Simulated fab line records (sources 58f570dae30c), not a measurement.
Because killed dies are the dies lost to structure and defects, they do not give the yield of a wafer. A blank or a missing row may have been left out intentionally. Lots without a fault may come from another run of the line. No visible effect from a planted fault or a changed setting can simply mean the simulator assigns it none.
Split-lot experiment || flow berkeley_cmos170 || 23 wafers read from 5 lots, route of 331 steps

THE SPLIT ITSELF
At UCB170_PSD_PEB_04, the setting peb_temp_c was moved away from the recipe's 130 C on 10 of the 23 wafers read, by -1.4% to +1.8%. This setting was run at the recipe's value on the other wafers.

FROM THE SPLIT ON TO THE READING: in between, the file shows 1 step
- UCB170_PSD_DEVELOP_05: develop time 45 s

THE READING
cd_nm at UCB170_PSD_CD_MEAS_06, given in nm (cd target 1200 nm). On this fab line, fault-free wafers typically give 1199.3 nm with a standard deviation of 1.2 nm.

{"wafer": "L078.2", "tool, chamber at the split": "litho_track-01, 0", "peb_temp_c as run, C": 130, "against the recipe": "recipe", "cd_nm, nm": 1199.2, "against lot-mates on the recipe": "-"}
{"wafer": "L078.3", "tool, chamber at the split": "litho_track-01, 0", "peb_temp_c as run, C": 130, "against the recipe": "recipe", "cd_nm, nm": 1199.8, "against lot-mates on the recipe": "-"}
{"wafer": "L078.6", "tool, chamber at the split": "litho_track-01, 0", "peb_temp_c as run, C": 130, "against the recipe": "recipe", "cd_nm, nm": 1198.8, "against lot-mates on the recipe": "-"}
{"wafer": "L076.1", "tool, chamber at the split": "litho_track-03, 0", "peb_temp_c as run, C": 132.3, "against the recipe": "+1.8%", "cd_nm, nm": 1212.7, "against lot-mates on the recipe": "+13.8"}
{"wafer": "L076.2", "tool, chamber at the split": "litho_track-03, 0", "peb_temp_c as run, C": 130, "against the recipe": "recipe", "cd_nm, nm": 1199.8, "against lot-mates on the recipe": "-"}
{"wafer": "L076.4", "tool, chamber at the split": "litho_track-03, 0", "peb_temp_c as run, C": 130, "against the recipe": "recipe", "cd_nm, nm": 1199.0, "against lot-mates on the recipe": "-"}
{"wafer": "L076.5", "tool, chamber at the split": "litho_track-03, 0", "peb_temp_c as run, C": 132.3, "against the recipe": "+1.8%", "cd_nm, nm": 1212.6, "against lot-mates on the recipe": "+13.7"}
{"wafer": "L076.6", "tool, chamber at the split": "litho_track-03, 0", "peb_temp_c as run, C": 130, "against the recipe": "recipe", "cd_nm, nm": 1197.9, "against lot-mates on the recipe": "-"}
{"wafer": "L082.1", "tool, chamber at the split": "litho_track-01, 0", "peb_temp_c as run, C": 130, "against the recipe": "recipe", "cd_nm, nm": 1198.3, "against lot-mates on the recipe": "-"}
{"wafer": "L082.2", "tool, chamber at the split": "litho_track-01, 0", "peb_temp_c as run, C": 128.2, "against the recipe": "-1.4%", "cd_nm, nm": 1184.0, "against lot-mates on the recipe": -15.3}
{"wafer": "L082.3", "tool, chamber at the split": "litho_track-01, 0", "peb_temp_c as run, C": 130, "against the recipe": "recipe", "cd_nm, nm": 1199.3, "against lot-mates on the recipe": "-"}
{"wafer": "L082.4", "tool, chamber at the split": "litho_track-01, 0", "peb_temp_c as run, C": 128.2, "against the recipe": "-1.4%", "cd_nm, nm": 1185.8, "against lot-mates on the recipe": -13.5}
{"wafer": "L082.6", "tool, chamber at the split": "litho_track-01, 0", "peb_temp_c as run, C": 130, "against the recipe": "recipe", "cd_nm, nm": 1200.2, "against lot-mates on the recipe": "-"}
{"wafer": "L081.1", "tool, chamber at the split": "litho_track-01, 0", "peb_temp_c as run, C": 130, "against the recipe": "recipe", "cd_nm, nm": 1197.8, "against lot-mates on the recipe": "-"}
{"wafer": "L081.2", "tool, chamber at the split": "litho_track-01, 0", "peb_temp_c as run, C": 132.2, "against the recipe": "+1.7%", "cd_nm, nm": 1211.0, "against lot-mates on the recipe": "+13.1"}
{"wafer": "L081.3", "tool, chamber at the split": "litho_track-01, 0", "peb_temp_c as run, C": 132.2, "against the recipe": "+1.7%", "cd_nm, nm": 1210.3, "against lot-mates on the recipe": "+12.4"}
{"wafer": "L081.5", "tool, chamber at the split": "litho_track-01, 0", "peb_temp_c as run, C": 130, "against the recipe": "recipe", "cd_nm, nm": 1198.1, "against lot-mates on the recipe": "-"}
{"wafer": "L081.6", "tool, chamber at the split": "litho_track-01, 0", "peb_temp_c as run, C": 132.2, "against the recipe": "+1.7%", "cd_nm, nm": 1210.9, "against lot-mates on the recipe": "+13.0"}
{"wafer": "L084.1", "tool, chamber at the split": "litho_track-01, 0", "peb_temp_c as run, C": 131.7, "against the recipe": "+1.3%", "cd_nm, nm": 1210.7, "against lot-mates on the recipe": "+9.6"}
{"wafer": "L084.2", "tool, chamber at the split": "litho_track-01, 0", "peb_temp_c as run, C": 131.7, "against the recipe": "+1.3%", "cd_nm, nm": 1211.1, "against lot-mates on the recipe": "+10.0"}
{"wafer": "L084.3", "tool, chamber at the split": "litho_track-01, 0", "peb_temp_c as run, C": 131.7, "against the recipe": "+1.3%", "cd_nm, nm": 1211.5, "against lot-mates on the recipe": "+10.4"}
{"wafer": "L084.4", "tool, chamber at the split": "litho_track-01, 0", "peb_temp_c as run, C": 130, "against the recipe": "recipe", "cd_nm, nm": 1200.7, "against lot-mates on the recipe": "-"}
{"wafer": "L084.5", "tool, chamber at the split": "litho_track-01, 0", "peb_temp_c as run, C": 130, "against the recipe": "recipe", "cd_nm, nm": 1201.4, "against lot-mates on the recipe": "-"}

FIT RESULTS
A straight line over all 23 wafers: cd_nm changes by +8.29 nm for each +1% of peb_temp_c; r = +0.98; the points scatter about the line by 1.6 nm.
The same after taking each lot's own level away (the mean of its wafers on the recipe; 23 wafers): +8.35 nm for each +1%; r = +0.99; scatter 1.1 nm.
According to that fit, moving peb_temp_c by its largest amount changes the reading by 15 nm.
The lots' own levels span 1197.95 to 1201.05 nm, that is 2.6 times the standard deviation above.
The two slopes are in agreement: the lot-to-lot level therefore moves the slope only a little.
Check: +14.2 nm against its lot-mates is what the line predicts for one of the wafers moved furthest among these (+1.8%) when that wafer is left out of the fit. It came out at +13.8 nm against them.

ADDITIONAL SPLITS CARRIED BY THESE WAFERS
These wafers also went through other splits before the reading. Each is held against what the fit with the lots' levels taken away leaves over:
{"other split on the same wafers": "UCB170_NWELL_ETCH_13 rf_w", "wafers away from the commonest value": 9, "r with cd_nm (lot level and that fit taken away)": "+0.23"}
{"other split on the same wafers": "UCB170_PWELL_OXIDATION_02 ox_time_s", "wafers away from the commonest value": 15, "r with cd_nm (lot level and that fit taken away)": -0.19}
{"other split on the same wafers": "UCB170_PWELL_IMPLANT_15 energy_kev", "wafers away from the commonest value": 9, "r with cd_nm (lot level and that fit taken away)": -0.20}
{"other split on the same wafers": "UCB170_ACTIVE_PEB_11 peb_temp_c", "wafers away from the commonest value": 7, "r with cd_nm (lot level and that fit taken away)": "+0.12"}
{"other split on the same wafers": "UCB170_NVT_COAT_01 resist_thk_nm", "wafers away from the commonest value": 8, "r with cd_nm (lot level and that fit taken away)": "+0.03"}
{"other split on the same wafers": "UCB170_GATE_OXIDATION_01 temp_c", "wafers away from the commonest value": 15, "r with cd_nm (lot level and that fit taken away)": -0.01}
{"other split on the same wafers": "UCB170_GATE_PEB_10 peb_temp_c", "wafers away from the commonest value": 11, "r with cd_nm (lot level and that fit taken away)": -0.20}
{"other split on the same wafers": "UCB170_NLDD_IMPLANT_08 dose_cm2", "wafers away from the commonest value": 6, "r with cd_nm (lot level and that fit taken away)": "+0.07"}

THE FILE'S OWN FIT
cd_nm changes by +8.22 nm for each +1% of peb_temp_c, r = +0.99.
